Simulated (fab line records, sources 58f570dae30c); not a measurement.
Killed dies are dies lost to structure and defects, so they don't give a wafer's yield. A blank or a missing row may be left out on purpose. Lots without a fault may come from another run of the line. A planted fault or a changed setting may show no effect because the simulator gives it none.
Split-lot experiment | flow berkeley_cmos170 | 5 lots, 23 wafers read, on a route of 331 steps

THE SPLIT
At UCB170_CONTACT_COAT_10 (resist thk 900 nm), the setting resist_thk_nm was moved away from the recipe's 900 nm on 8 of the 23 wafers read, by -4.5% to -1.6%. The other wafers ran this setting at the recipe's value.

FROM THE SPLIT TO THE READING: what the file shows between them, 3 steps
- UCB170_CONTACT_SOFTBAKE_11: time 60 s
- UCB170_CONTACT_EXPOSE_12: exposes mask CONT, target cd 700 nm
- UCB170_CONTACT_ETCH_17: etches BARC in N2/H2

THE READING
KrF_of_CONTACT_COAT_10.thk_nm (the simulator's own value, which no gauge read), in nm, at UCB170_CONTACT_ETCH_18 (etches PSG in CHF3/CF4/Ar, stops on TiSi2, target depth 840 nm, time 195 s). The file gives no usual value for it. The 15 wafers here that ran the recipe average 695.0 nm, standard deviation 3.6 nm.

wafer  | tool, chamber at the split | resist_thk_nm as run, nm | against the recipe | KrF_of_CONTACT_COAT_10.thk_nm, nm | against lot-mates on the recipe
L075.1 | litho_track-02, 0          | 885.2                    | -1.6%              | 680.5                             | -12.4
L075.2 | litho_track-02, 0          | 900                      | recipe             | 696.9                             | -
L075.3 | litho_track-02, 0          | 885.2                    | -1.6%              | 674.6                             | -18.3
L075.4 | litho_track-02, 0          | 900                      | recipe             | 688.5                             | -
L075.5 | litho_track-02, 0          | 900                      | recipe             | 693.3                             | -
L074.2 | litho_track-04, 0          | 900                      | recipe             | 696.8                             | -
L074.3 | litho_track-04, 0          | 867.1                    | -3.7%              | 666.5                             | -33.0
L074.4 | litho_track-04, 0          | 867.1                    | -3.7%              | 662.7                             | -36.8
L074.5 | litho_track-04, 0          | 900                      | recipe             | 702.2                             | -
L074.6 | litho_track-04, 0          | 867.1                    | -3.7%              | 659.3                             | -40.2
L077.1 | litho_track-03, 0          | 900                      | recipe             | 693.3                             | -
L077.2 | litho_track-03, 0          | 900                      | recipe             | 693.4                             | -
L077.3 | litho_track-03, 0          | 900                      | recipe             | 699.5                             | -
L077.4 | litho_track-03, 0          | 900                      | recipe             | 693.8                             | -
L077.6 | litho_track-03, 0          | 900                      | recipe             | 696.6                             | -
L076.1 | litho_track-03, 0          | 900                      | recipe             | 691.9                             | -
L076.2 | litho_track-03, 0          | 859.5                    | -4.5%              | 657.3                             | -33.8
L076.3 | litho_track-03, 0          | 859.5                    | -4.5%              | 648.7                             | -42.4
L076.5 | litho_track-03, 0          | 859.5                    | -4.5%              | 653.3                             | -37.8
L076.6 | litho_track-03, 0          | 900                      | recipe             | 690.3                             | -
L079.2 | litho_track-03, 0          | 900                      | recipe             | 697                               | -
L079.4 | litho_track-03, 0          | 900                      | recipe             | 699.6                             | -
L079.6 | litho_track-03, 0          | 900                      | recipe             | 692.1                             | -

THE FIT
A straight line over all 23 wafers: KrF_of_CONTACT_COAT_10.thk_nm changes by +9.15 nm for each +1% of resist_thk_nm; r = +0.98; the points scatter about the line by 3.8 nm.
The same after taking each lot's own level away (the mean of its wafers on the recipe; 23 wafers): +9.05 nm for each +1%; r = +0.98; scatter 3.5 nm.
On that fit, the largest move of resist_thk_nm shifts the reading by 41 nm.
The lots' own levels span 691.10 to 699.50 nm, that is 2.3 times the standard deviation above.
So the lot-to-lot level changes the slope little: the two slopes agree.
Check: with one of the wafers moved furthest among these (-4.5%) left out of the fit, the line predicts -42.6 nm for it against its lot-mates. It came out at -33.8 nm against them.

OTHER SPLITS ON THESE WAFERS
These wafers also went through other splits before the reading. Each is held against what the fit with the lots' levels taken away leaves over:
other split on the same wafers    | wafers away from the commonest value | r with KrF_of_CONTACT_COAT_10.thk_nm (lot level and that fit taken away)
UCB170_SILICIDE_SPUTTER_01 time_s | 12                                   | +0.23

THE WHOLE CHAIN: every reading that the file lists as answering this split, in the file's order
step                   | what it does                                                               | reading                                                                        | change (the file's fit)              | r (the file's)
UCB170_CONTACT_COAT_10 | resist thk 900 nm                                                          | KrF_of_CONTACT_COAT_10.thk_nm (the simulator's own value, which no gauge read) | +9.15 nm for each +1% of the setting | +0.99
UCB170_CONTACT_ETCH_18 | etches PSG in CHF3/CF4/Ar, stops on TiSi2, target depth 840 nm, time 195 s | KrF_of_CONTACT_COAT_10.thk_nm (the simulator's own value, which no gauge read) | +9.09 nm for each +1% of the setting | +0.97

THE FILE'S OWN FIT
KrF_of_CONTACT_COAT_10.thk_nm changes by +9.09 nm for each +1% of resist_thk_nm, r = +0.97.
